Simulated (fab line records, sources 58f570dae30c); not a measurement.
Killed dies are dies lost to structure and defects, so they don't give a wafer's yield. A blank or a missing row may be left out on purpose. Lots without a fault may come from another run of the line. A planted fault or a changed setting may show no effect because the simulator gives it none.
Which tool did it? | flow berkeley_cmos170 | 13 lots, 39 wafers sampled, at 4 steps of a route of 331

WHAT THE GAUGES READ, wafer by wafer
UCB170_PVT_TW_MEAS_09. Usual: PVT_TW 508.7, standard deviation 2.7.
lot  | measured     | on            | PVT_TW            | flag
L682 | day 6 10:41  | film_metro-04 | 509.7 511.4 510.7 |
L686 | day 7 08:52  | film_metro-03 | 509.4 507.2 507.9 |
L685 | day 7 09:37  | film_metro-03 | 509.7 509.8 510.1 |
L683 | day 7 09:27  | film_metro-02 | 505.9 506.4 505.0 |
L688 | day 7 15:05  | film_metro-03 | 508.7 508.5 508.2 |
L695 | day 8 22:11  | film_metro-04 | 514.3 515.2 513.4 |
L692 | day 8 22:17  | film_metro-03 | 573.7 573.5 572.5 | OFF
L694 | day 8 22:44  | film_metro-02 | 575.5 570.7 573.7 | OFF
L696 | day 9 13:17  | film_metro-04 | 513.0 510.0 510.0 |
L701 | day 9 19:11  | film_metro-02 | 507.5 512.3 508.2 |
L699 | day 9 19:25  | film_metro-03 | 504.6 505.5 507.8 |
L702 | day 10 13:43 | film_metro-03 | 508.6 507.6 509.7 |
L704 | day 10 14:16 | film_metro-04 | 510.4 509.8 511.5 |

UCB170_GATE_CD_MEAS_12: target cd 350 nm. Usual: cd_nm 349.8 nm, standard deviation 1.3.
lot  | measured     | on        | cd_nm (nm)        | flag
L682 | day 6 23:34  | cd_sem-01 | 350.1 349.8 349.3 |
L686 | day 7 21:17  | cd_sem-02 | 352.3 351.9 352.5 |
L685 | day 7 21:58  | cd_sem-01 | 350.1 349.8 351.5 |
L683 | day 7 21:33  | cd_sem-01 | 349.0 349.1 349.8 |
L688 | day 8 01:02  | cd_sem-01 | 347.8 348.5 349.4 |
L695 | day 9 10:05  | cd_sem-02 | 349.8 349.7 349.4 |
L692 | day 9 09:54  | cd_sem-01 | 348.8 349.7 350.6 |
L694 | day 9 10:37  | cd_sem-02 | 349.5 350.3 348.5 |
L696 | day 9 21:57  | cd_sem-01 | 350.5 350.7 351.0 |
L701 | day 10 11:53 | cd_sem-02 | 351.0 350.9 350.8 |
L699 | day 10 11:41 | cd_sem-02 | 349.7 348.6 348.6 |
L702 | day 11 02:49 | cd_sem-02 | 349.5 348.9 349.2 |
L704 | day 11 03:09 | cd_sem-01 | 350.2 351.0 350.8 |

WHICH TOOL RAN EACH LOT (tool, then ch and the chambers of the sampled wafers, then the start)
lot  | UCB170_NVT_STRIP_08                  | UCB170_PVT_IMPLANT_07
L682 | plasma_asher-04 ch 0,1, day 6 08:41  | implanter-01 ch 0, day 6 10:26
L686 | plasma_asher-03 ch 1, day 7 04:55    | implanter-02 ch 0, day 7 08:37
L685 | plasma_asher-01 ch 0,1, day 7 05:04  | implanter-04 ch 0, day 7 09:22
L683 | plasma_asher-04 ch 0,1, day 7 05:13  | implanter-02 ch 0, day 7 09:12
L688 | plasma_asher-04 ch 0,1, day 7 13:20  | implanter-02 ch 0, day 7 14:50
L695 | plasma_asher-01 ch 0,1, day 8 19:50  | implanter-01 ch 0, day 8 21:57
L692 | plasma_asher-01 ch 0,1, day 8 20:02  | implanter-04 ch 0, day 8 22:02
L694 | plasma_asher-01 ch 0,1, day 8 20:19  | implanter-04 ch 0, day 8 22:29
L696 | plasma_asher-03 ch 0,1, day 9 06:45  | implanter-02 ch 0, day 9 13:04
L701 | plasma_asher-03 ch 0,1, day 9 17:14  | implanter-01 ch 0, day 9 18:58
L699 | plasma_asher-01 ch 0,1, day 9 17:25  | implanter-02 ch 0, day 9 19:10
L702 | plasma_asher-01 ch 0, day 10 10:18   | implanter-01 ch 0, day 10 13:28
L704 | plasma_asher-04 ch 0,1, day 10 10:54 | implanter-01 ch 0, day 10 14:01
- UCB170_NVT_STRIP_08: strips in O2.
- UCB170_PVT_IMPLANT_07

WHAT THE TOOLS THEMSELVES READ (means of the sampled wafers that have a number; where no wafer has one, the mark that the record gives instead)
UCB170_NVT_STRIP_08. Usual: drypump_motor_current_A 5.7 A, standard deviation 0.39; oes_product_au 0.735 a.u., standard deviation 0.0041; strip_time_to_endpoint_s 21.60 s, standard deviation 0.067.
lot  | tool            | drypump_motor_current_A (A) | oes_product_au (a.u.) | strip_time_to_endpoint_s (s) | flag
L682 | plasma_asher-04 | 6.1                         | 0.734                 | 21.55                        |
L686 | plasma_asher-03 | 5.2                         | 0.736                 | 21.66                        |
L685 | plasma_asher-01 | 5.5                         | 0.732                 | 21.65                        |
L683 | plasma_asher-04 | 6.1                         | 0.736                 | 21.57                        |
L688 | plasma_asher-04 | 6.0                         | 0.737                 | 21.62                        |
L695 | plasma_asher-01 | 5.3                         | 0.732                 | 21.64                        |
L692 | plasma_asher-01 | 5.3                         | 0.730                 | 21.68                        |
L694 | plasma_asher-01 | 5.5                         | 0.737                 | 21.55                        |
L696 | plasma_asher-03 | 5.4                         | 0.733                 | 21.63                        |
L701 | plasma_asher-03 | 5.5                         | 0.734                 | 21.47                        |
L699 | plasma_asher-01 | 5.5                         | 0.736                 | 21.61                        |
L702 | plasma_asher-01 | 5.7                         | 0.736                 | 21.70                        |
L704 | plasma_asher-04 | 6.1                         | 0.739                 | 21.62                        |

UCB170_PVT_IMPLANT_07. Usual: dose_ions_cm2 1.9995e+12, standard deviation 2e+09; faraday_current_uA 6.33, standard deviation 0.13.
lot  | tool         | dose_ions_cm2 | faraday_current_uA | flag
L682 | implanter-01 | 1.9979e+12    | 6.40               |
L686 | implanter-02 | 1.9991e+12    | 6.27               |
L685 | implanter-04 | 1.9981e+12    | 6.15               |
L683 | implanter-02 | 1.9989e+12    | 6.37               |
L688 | implanter-02 | 2.0010e+12    | 6.31               |
L695 | implanter-01 | 2.0007e+12    | 6.28               |
L692 | implanter-04 | 2.9507e+12    | 9.23               | OFF
L694 | implanter-04 | 2.9520e+12    | 9.50               | OFF
L696 | implanter-02 | 2.0005e+12    | 6.40               |
L701 | implanter-01 | 1.9983e+12    | 6.20               |
L699 | implanter-02 | 1.9991e+12    | 6.38               |
L702 | implanter-01 | 1.9993e+12    | 6.38               |
L704 | implanter-01 | 2.0004e+12    | 6.22               |

THE ANSWER, worked out from the rows above alone
Rule: a lot is off if the mean of its wafers that have a number lies more than 3 standard deviations from the usual mean. A lot without any number at a reading at which 4 lots or more have one is off too. The other lots that the step has rows for count as sound. The gauges are gone through in route order, then the tools' own readings, and for those a lot's mean is taken as printed above. The first step at which some lot is off is used, and at that step the reading that is off furthest; a lot without a number counts as furthest.
Off: L692, L694, at UCB170_PVT_TW_MEAS_09 (PVT_TW).
A tool fits if, at a process step before that reading, it ran every lot that is off, and no sound lot after the first of them. The gauges at UCB170_PVT_TW_MEAS_09 aren't tried: what is off there is off at UCB170_PVT_IMPLANT_07 too, on other tools, and a gauge's error can't cause that. One fits: implanter-04 at UCB170_PVT_IMPLANT_07. Its last sound lot is L685 (day 7 09:22), its first lot that is off L692 (day 8 22:02): a fault that began between those two fits.
The tool's own readings at UCB170_PVT_IMPLANT_07 bear it out: on the lots that are off they differ by more than 5 times the standard deviation of the sound lots' means. dose_ions_cm2 reads 2.9514e+12 there against 1.9994e+12 on the sound lots; faraday_current_uA reads 9.37 there against 6.31 on the sound lots.

WHAT THE SIMULATOR HAD PUT IN
Process parameter drift: implanter-04, from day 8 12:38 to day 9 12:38, at UCB170_PVT_IMPLANT_07. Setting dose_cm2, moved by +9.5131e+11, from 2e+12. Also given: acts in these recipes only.
Lots struck among those shown: L692, L694. The rule above found the same.
